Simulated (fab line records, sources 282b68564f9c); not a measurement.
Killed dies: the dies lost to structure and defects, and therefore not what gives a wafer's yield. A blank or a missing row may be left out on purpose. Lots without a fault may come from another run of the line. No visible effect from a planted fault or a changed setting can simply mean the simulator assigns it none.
Struck lot and sound lot, side by side + flow rit_cmos + 45 out of 202 route steps
Sound: wafers L999.1, L999.4, L999.6. The struck wafers were L113.1, L113.4, L113.5. At the end, the cause is stated.
At each step with rows: each side's tool, then ch and its chambers, then its first start. Under that, the readings that differ: sound wafers + struck wafers + difference of the means + sigmas: that difference in standard deviations of wafers without a fault.
alike: readings with means less than 2 such deviations apart, plus words and numbers identical on both sides. not compared: withheld readings, readings lacking a value on some wafer, bounds such as >300 that could conceal the same value, and numbers that have no deviation in the record and whose values overlap.
A row with sigmas, a row that says differs or no value, or rows on one side alone: a step with any of these is where the two part. When numbers do not overlap yet have no deviation, they are printed without sigmas and do not part them. A reading missing from all wafers of one side parts the sides only when that side holds two or more wafers.

RIT_GATE_CD_MEAS_16: target cd 150 nm.
  sound: cd_sem-01 at day 3 12:53; struck: cd_sem-02 at day 6 08:16
  alike: cd_nm
RIT_GATE_OVL_MEAS_17:
  sound: overlay-01 at day 3 13:00; struck: overlay-02 at day 6 08:23
  alike: GATE_OVL
then, 1 step without rows for these wafers: RIT_GATE_HARDBAKE_18 (time 60 s).
RIT_GATE_ETCH_19: etches poly-Si in SF6/CHF3/O2, stops on SiO2, time 165 s, target depth 312.5 nm.
  sound on rie_si-02 ch 1,2, day 3 13:11; struck on rie_si-02 ch 1,2,3, day 6 08:34
  alike: drypump_motor_current_A, oes_product_au, throttle_valve_pct
  not compared: rf_hours_counter_h
RIT_GATE_STRIP_20: strips in O2, time 180 s.
  sound on plasma_asher-04 ch 0,1, day 3 13:18; struck on plasma_asher-02 ch 0,1, day 6 08:44
  alike: drypump_motor_current_A
  not compared: rf_hours_counter_h
RIT_GATE_CD_MEAS_90: target cd 150 nm.
  sound: cd_sem-01 at day 3 13:30; struck: cd_sem-02 at day 6 08:55
  alike: cd_nm
then, 4 steps without rows for these wafers: RIT_REOX_CLEAN_00 (cleans in SC1, time 600 s); RIT_REOX_CLEAN_01 (cleans in dHF, time 30 s); RIT_REOX_CLEAN_02 (cleans in SC2, time 600 s); RIT_REOX_OXIDATION_03 (target thk 25.2 nm, ox time 5580 s).
RIT_REOX_THK_MEAS_04:
  sound: film_metro-04 at day 3 17:04; struck: film_metro-03 at day 6 13:35
  alike: REOX_OXIDE_THK
then, 1 step without rows for these wafers: RIT_NLDD_HMDS_00 (prime time 60 s).
RIT_NLDD_COAT_01: resist thk 1000 nm.
  sound on litho_track-03 ch 0, day 3 17:17; struck on litho_track-03, day 6 13:47
  no value came back on the struck wafers for chill_plate_temp_C (C), dispense_pressure_kPa (kPa), exhaust_pa (Pa), spin_speed_rpm (rpm); on the sound wafers chill_plate_temp_C (C) reads 23.09 23.11 22.99
then, 4 steps without rows for these wafers: RIT_NLDD_SOFTBAKE_02 (time 60 s); RIT_NLDD_EXPOSE_03 (exposes mask M7, target cd 40700 nm); RIT_NLDD_PEB_04; RIT_NLDD_DEVELOP_05 (develop time 50 s).
RIT_NLDD_OVL_MEAS_06:
  sound: overlay-02 at day 3 17:59; struck: overlay-01 at day 6 14:29
| reading       | sound        | struck | difference                    | sigmas |
|---------------|--------------|--------|-------------------------------|--------|
| NLDD_OVL (nm) | 0.1 -0.8 0.2 | - - -  | no value on the struck wafers |        |
then, 2 steps without rows for these wafers: RIT_NLDD_HARDBAKE_07 (time 60 s); RIT_NLDD_IMPLANT_08.
RIT_NLDD_STRIP_09: strips in O2, time 180 s.
  sound on plasma_asher-01 ch 0,1, day 3 18:19; struck on plasma_asher-01 ch 0,1, day 6 14:50
  alike: drypump_motor_current_A
  not compared: rf_hours_counter_h
RIT_NLDD_TW_MEAS_10:
  sound: film_metro-01 at day 3 18:29; struck: film_metro-02 at day 6 15:02
  alike: NLDD_TW
then, 6 steps without rows for these wafers: RIT_PLDD_HMDS_00 (prime time 60 s); RIT_PLDD_COAT_01 (resist thk 1000 nm); RIT_PLDD_SOFTBAKE_02 (time 60 s); RIT_PLDD_EXPOSE_03 (exposes mask M8, target cd 40900 nm); RIT_PLDD_PEB_04; RIT_PLDD_DEVELOP_05 (develop time 50 s).
RIT_PLDD_OVL_MEAS_06:
  sound: overlay-01 at day 3 19:24; struck: overlay-01 at day 6 15:56
  alike: PLDD_OVL
then, 2 steps without rows for these wafers: RIT_PLDD_HARDBAKE_07 (time 60 s); RIT_PLDD_IMPLANT_08.
RIT_PLDD_STRIP_09: strips in O2, time 180 s.
  sound on plasma_asher-04 ch 0,1, day 3 19:49; struck on plasma_asher-01 ch 0,1, day 6 16:16
  alike: drypump_motor_current_A
  not compared: rf_hours_counter_h
RIT_PLDD_TW_MEAS_10:
  sound: film_metro-03 at day 3 19:59; struck: film_metro-03 at day 6 16:27
| reading | sound          | struck         | difference | sigmas |
|---------|----------------|----------------|------------|--------|
| PLDD_TW | 2342 2341 2330 | 2884 2888 2876 | +545       | +39    |
then, 4 steps without rows for these wafers: RIT_SPACER_CLEAN_00 (cleans in SC1, time 600 s); RIT_SPACER_CLEAN_01 (cleans in dHF, time 30 s); RIT_SPACER_CLEAN_02 (cleans in SC2, time 600 s); RIT_SPACER_CVD_03 (deposits Si3N4 from SiH2Cl2/NH3, target thk 250 nm, time 3300 s).
RIT_SPACER_THK_MEAS_04:
  sound: film_metro-04 at day 3 22:20; struck: film_metro-02 at day 6 18:49
  alike: SPACER_NITRIDE_THK
RIT_SPACER_ETCHBACK_05: etches Si3N4 in SF6/CHF3, stops on SiO2, target depth 250 nm, time 229.8 s.
  sound on rie_diel-01 ch 0,1,3, day 3 22:23; struck on rie_diel-02 ch 1,2,3, day 6 18:53
  alike: drypump_motor_current_A, oes_product_au, throttle_valve_pct
  not compared: rf_hours_counter_h
then, 3 steps without rows for these wafers: RIT_NSD_HMDS_00 (prime time 60 s); RIT_NSD_COAT_01 (resist thk 1000 nm); RIT_NSD_SOFTBAKE_02 (time 60 s).
RIT_NSD_TW_MEAS_10:
  sound: film_metro-03 at day 4 00:02; struck: film_metro-01 at day 6 20:24
| reading | sound          | struck         | difference | sigmas |
|---------|----------------|----------------|------------|--------|
| NSD_TW  | 3115 3124 3131 | 3341 3326 3332 | +210       | +12    |
RIT_PSD_TW_MEAS_10:
  sound: film_metro-02 at day 4 01:32; struck: film_metro-01 at day 6 21:49
| reading | sound          | struck         | difference | sigmas |
|---------|----------------|----------------|------------|--------|
| PSD_TW  | 3458 3451 3461 | 3519 3514 3515 | +59        | +3     |
RIT_M1_PROBE_99:
  sound: prober-01 at day 4 10:20; struck: prober-02 at day 7 06:02
| reading             | sound  | struck      | difference | sigmas |
|---------------------|--------|-------------|------------|--------|
| killed_at_front_end | 9 8 7  | 264 264 264 | +256       | +88    |
| killed_dies         | 10 8 7 | 264 264 264 | +256       | +88    |
| killed_on_rim       | 3 1 2  | 70 70 70    | +68        | +52    |
| killed_open         | 7 5 4  | 1 1 0       | -5         | -2     |
  alike: killed_at_contacts, killed_short

== WHERE THEY PART ==
Last at RIT_M1_PROBE_99 as far as this record goes, first at RIT_NLDD_COAT_01.

WHY: what the simulator had put in
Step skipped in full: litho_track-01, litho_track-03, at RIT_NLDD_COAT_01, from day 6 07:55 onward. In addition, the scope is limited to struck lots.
